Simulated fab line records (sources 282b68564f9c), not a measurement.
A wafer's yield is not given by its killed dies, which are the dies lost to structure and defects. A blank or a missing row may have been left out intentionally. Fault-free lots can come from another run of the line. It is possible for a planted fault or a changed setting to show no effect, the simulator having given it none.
A struck lot beside a sound one -- flow rit_cmos -- 21 steps out of a route of 202
Sound: wafers L937.1, L937.5, L937.6. Struck: wafers L940.1, L940.4, L940.5. At the end, the cause is stated.
At each step with rows: each side's tool, then ch and its chambers, then its first start. Under that, the readings that differ: sound wafers -- struck wafers -- difference of the means -- sigmas: that difference in standard deviations of wafers without a fault.
alike: readings with means less than 2 such deviations apart, plus words and numbers identical on both sides. not compared: withheld readings, readings lacking a value on some wafer, bounds such as >300 that could conceal the same value, and numbers that have no deviation in the record and whose values overlap.
Wherever a step has rows on one side only, a row that says differs or no value, or a row with sigmas, the two part there. When numbers do not overlap yet have no deviation, they are printed without sigmas and do not part them. A reading missing from all wafers of one side parts the sides only when that side holds two or more wafers.

first, 6 steps without rows for these wafers: RIT_NRETRO_HMDS_00 (prime time 60 s); RIT_NRETRO_COAT_01 (resist thk 1300 nm); RIT_NRETRO_SOFTBAKE_02 (time 60 s); RIT_NRETRO_EXPOSE_03 (exposes mask M4, target cd 43900 nm); RIT_NRETRO_PEB_04; RIT_NRETRO_DEVELOP_05 (develop time 68 s).
RIT_NRETRO_OVL_MEAS_06:
  sound on overlay-01 at day 4 11:50; struck on overlay-02 at day 5 01:01
  alike: NRETRO_OVL
then, 2 steps without rows for these wafers: RIT_NRETRO_HARDBAKE_07 (time 120 s); RIT_NRETRO_IMPLANT_08.
RIT_NRETRO_STRIP_09: strips in O2, time 180 s.
  sound on plasma_asher-03 ch 0,1, day 4 12:17; struck on plasma_asher-03 ch 0,1, day 5 01:35
  alike: drypump_motor_current_A
  not compared: rf_hours_counter_h
RIT_NRETRO_TW_MEAS_10:
  sound on film_metro-03 at day 4 12:27; struck on film_metro-01 at day 5 01:46
  alike: NRETRO_TW
then, 1 step without rows for these wafers: RIT_PRETRO_HMDS_00 (prime time 60 s).
RIT_PRETRO_COAT_01: resist thk 1300 nm.
  sound on litho_track-01 ch 0, day 4 12:46; struck on litho_track-03 ch 0, day 5 01:59
reading,sound,struck,difference,sigmas
spin_speed_rpm (rpm),1999.0 2000.4 1999.1,1859.2 1859.8 1858.2,-140.4,-99 or more
model.NOVOLAK_of_PRETRO_COAT_01.thk_nm (nm),1299 1298 1299,1349 1349 1344,+49,
then, 4 steps without rows for these wafers: RIT_PRETRO_SOFTBAKE_02 (time 60 s); RIT_PRETRO_EXPOSE_03 (exposes mask M5, target cd 43700 nm); RIT_PRETRO_PEB_04; RIT_PRETRO_DEVELOP_05 (develop time 68 s).
RIT_PRETRO_OVL_MEAS_06:
  sound on overlay-01 at day 4 13:35; struck on overlay-01 at day 5 02:50
  alike: PRETRO_OVL
RIT_PRETRO_HARDBAKE_07: time 120 s.
  sound on litho_track-02 ch 0, day 4 13:37; struck on litho_track-02 ch 0, day 5 02:52
reading,sound,struck,difference,sigmas
model.NOVOLAK_of_PRETRO_COAT_01.thk_nm (nm),1136 1135 1136,1180 1179 1175,+42,
then, 2 steps without rows for these wafers: RIT_PRETRO_IMPLANT_08; RIT_M1_PROBE_99.

== WHERE THEY PART ==
RIT_PRETRO_COAT_01 only, going by this record. Later steps at which nothing parts them and some readings are alike: RIT_PRETRO_OVL_MEAS_06.

WHY: the cause the simulator had injected
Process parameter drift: litho_track-03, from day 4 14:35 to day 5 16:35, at RIT_PRETRO_COAT_01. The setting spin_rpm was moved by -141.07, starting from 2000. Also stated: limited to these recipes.
